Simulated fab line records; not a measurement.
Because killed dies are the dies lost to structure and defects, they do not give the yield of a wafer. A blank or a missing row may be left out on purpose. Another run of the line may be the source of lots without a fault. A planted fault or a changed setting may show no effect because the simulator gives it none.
Chamber matching :: flow berkeley-cmos170 :: UCB170_GATE_ETCH_15 on rie-si-02 has 4 sister chambers
The step etches poly-Si in HBr/Cl2, stops on SiO2, time 56.3 s, target depth 278.2 nm. 4 wafers are shown with their chamber, then 12 later ones without.

## WAFERS PAIRED WITH THEIR CHAMBERS
wafer: L088.3
chamber: 0
throttle-valve-pct (%): 26.5

wafer: L088.4
chamber: 3
throttle-valve-pct (%): 26.8

wafer: L088.5
chamber: 2
throttle-valve-pct (%): 26.6

wafer: L088.6
chamber: 1
throttle-valve-pct (%): 26.6

## WAFERS MISSING THEIR CHAMBER
wafer: L092.1
throttle-valve-pct (%): 26.5

wafer: L092.5
throttle-valve-pct (%): 26.9

wafer: L092.6
throttle-valve-pct (%): 26.5

wafer: L093.3
throttle-valve-pct (%): 26.8

wafer: L093.5
throttle-valve-pct (%): 26.5

wafer: L093.6
throttle-valve-pct (%): 26.6

wafer: L095.1
throttle-valve-pct (%): 26.8

wafer: L095.2
throttle-valve-pct (%): 26.6

wafer: L095.3
throttle-valve-pct (%): 26.5

wafer: L095.4
throttle-valve-pct (%): 26.6

wafer: L095.5
throttle-valve-pct (%): 26.6

wafer: L095.6
throttle-valve-pct (%): 26.6

## CHAMBER TAKEN BY EACH
wafer: L092.1
from the rows above: 0
in truth: 0

wafer: L092.5
from the rows above: 3
in truth: 3

wafer: L092.6
from the rows above: 0
in truth: 0

wafer: L093.3
from the rows above: 3
in truth: 3

wafer: L093.5
from the rows above: 0
in truth: 0

wafer: L093.6
from the rows above: can't be placed: 1 or 2
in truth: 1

wafer: L095.1
from the rows above: 3
in truth: 3

wafer: L095.2
from the rows above: can't be placed: 1 or 2
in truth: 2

wafer: L095.3
from the rows above: 0
in truth: 0

wafer: L095.4
from the rows above: can't be placed: 1 or 2
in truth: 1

wafer: L095.5
from the rows above: can't be placed: 1 or 2
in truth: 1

wafer: L095.6
from the rows above: can't be placed: 1 or 2
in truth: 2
Placed correctly: 7 of 12. Unplaceable from these rows: 5, with the true chamber sitting among the candidates in 5. 0 placed wrongly.
How it was worked out, from the rows above alone: a wafer's distance from a chamber is the root of the sum, over the readings, of the square of ((its reading less the chamber's mean) divided by the reading's scatter). If the next closest chamber is less than 2 further off than the closest, the wafer can't be placed; otherwise it belongs to the closest. A chamber's mean is the mean of its shown wafers. The scatter: root of mean squared gap, hidden wafer to nearest shown wafer, with one shown wafer a chamber.
